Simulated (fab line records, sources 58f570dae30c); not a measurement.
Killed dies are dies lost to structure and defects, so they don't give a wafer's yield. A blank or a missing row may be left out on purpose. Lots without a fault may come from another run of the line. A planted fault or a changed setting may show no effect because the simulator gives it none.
Split-lot experiment | flow berkeley_cmos170 | 5 lots, 23 wafers read, on a route of 331 steps

THE SPLIT
At UCB170_M3_METAL_ETCH_18 (etches Al in Cl2/BCl3, stops on SiO2, target depth 1170 nm, time 195 s), the setting time_s was moved away from the recipe's 195 s on 8 of the 23 wafers read, by -4.1% to +11.4%. The other wafers ran this setting at the recipe's value.

The file shows no step between the split and the reading.

THE READING
oes_product_au, in a.u., at UCB170_M3_STRIP_19 (strips in O2). Fault-free wafers of this fab line usually give 0.542 a.u., standard deviation 0.0094 a.u..

wafer  | tool, chamber at the split | time_s as run, s | against the recipe | oes_product_au, a.u. | against lot-mates on the recipe
L075.1 | rie_metal-04, 0            | 195              | recipe             | 0.525                | -
L075.2 | rie_metal-04, 0            | 195              | recipe             | 0.519                | -
L075.3 | rie_metal-04, 0            | 195              | recipe             | 0.531                | -
L075.4 | rie_metal-04, 0            | 195              | recipe             | 0.531                | -
L075.5 | rie_metal-04, 0            | 195              | recipe             | 0.524                | -
L074.2 | rie_metal-02, 1            | 217.2            | +11.4%             | 0.469                | -0.074
L074.3 | rie_metal-02, 1            | 195              | recipe             | 0.547                | -
L074.4 | rie_metal-02, 0            | 217.2            | +11.4%             | 0.464                | -0.079
L074.5 | rie_metal-02, 0            | 195              | recipe             | 0.534                | -
L074.6 | rie_metal-02, 1            | 195              | recipe             | 0.548                | -
L078.2 | rie_metal-04, 0            | 187.1            | -4.1%              | 0.562                | +0.018
L078.3 | rie_metal-04, 0            | 187.1            | -4.1%              | 0.567                | +0.022
L078.4 | rie_metal-04, 0            | 187.1            | -4.1%              | 0.560                | +0.016
L078.5 | rie_metal-04, 0            | 195              | recipe             | 0.542                | -
L078.6 | rie_metal-04, 0            | 195              | recipe             | 0.547                | -
L085.3 | rie_metal-03, 1            | 195              | recipe             | 0.547                | -
L085.4 | rie_metal-03, 0            | 195              | recipe             | 0.549                | -
L085.5 | rie_metal-03, 1            | 195              | recipe             | 0.534                | -
L084.1 | rie_metal-02, 0            | 195              | recipe             | 0.533                | -
L084.3 | rie_metal-02, 0            | 205.4            | +5.3%              | 0.505                | -0.035
L084.4 | rie_metal-02, 0            | 205.4            | +5.3%              | 0.505                | -0.035
L084.5 | rie_metal-02, 0            | 205.4            | +5.3%              | 0.498                | -0.042
L084.6 | rie_metal-02, 0            | 195              | recipe             | 0.548                | -

THE FIT
A straight line over all 23 wafers: oes_product_au changes by -0.00629 a.u. for each +1% of time_s; r = -0.95; the points scatter about the line by 0.0085 a.u..
The same after taking each lot's own level away (the mean of its wafers on the recipe; 23 wafers): -0.00641 a.u. for each +1%; r = -0.98; scatter 0.0058 a.u..
On that fit, the largest move of time_s shifts the reading by 0.073 a.u..
The lots' own levels span 0.5260 to 0.5445 a.u., that is 2.0 times the standard deviation above.
So the lot-to-lot level changes the slope little: the two slopes agree.
Check: with one of the wafers moved furthest among these (+11.4%) left out of the fit, the line predicts -0.0751 a.u. for it against its lot-mates. It came out at -0.074 a.u. against them.

OTHER SPLITS ON THESE WAFERS
These wafers also went through other splits before the reading. Each is held against what the fit with the lots' levels taken away leaves over:
other split on the same wafers  | wafers away from the commonest value | r with oes_product_au (lot level and that fit taken away)
UCB170_CONTACT_ETCH_18 time_s   | 8                                    | +0.04
UCB170_M1_SPUTTER_00 power_w    | 8                                    | +0.11
UCB170_V2_COAT_07 resist_thk_nm | 11                                   | -0.05
UCB170_V2_PEB_10 peb_temp_c     | 10                                   | -0.18
UCB170_M3_PEB_13 peb_temp_c     | 9                                    | +0.19

THE WHOLE CHAIN: every reading that the file lists as answering this split, in the file's order
step                    | what it does                                                           | reading                                                                   | change (the file's fit)                  | r (the file's)
UCB170_M3_METAL_ETCH_18 | etches Al in Cl2/BCl3, stops on SiO2, target depth 1170 nm, time 195 s | KrF_of_M3_COAT_10.thk_nm (the simulator's own value, which no gauge read) | -6.54 nm for each +1% of the setting     | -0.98
UCB170_M3_METAL_ETCH_18 | etches Al in Cl2/BCl3, stops on SiO2, target depth 1170 nm, time 195 s | SiO2_of_V2_CVD_00.thk_nm (the simulator's own value, which no gauge read) | -0.638 nm for each +1% of the setting    | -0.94
UCB170_M3_STRIP_19      | strips in O2                                                           | oes_product_au                                                            | -0.0066 a.u. for each +1% of the setting | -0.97

THE FILE'S OWN FIT
oes_product_au changes by -0.0066 a.u. for each +1% of time_s, r = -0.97.
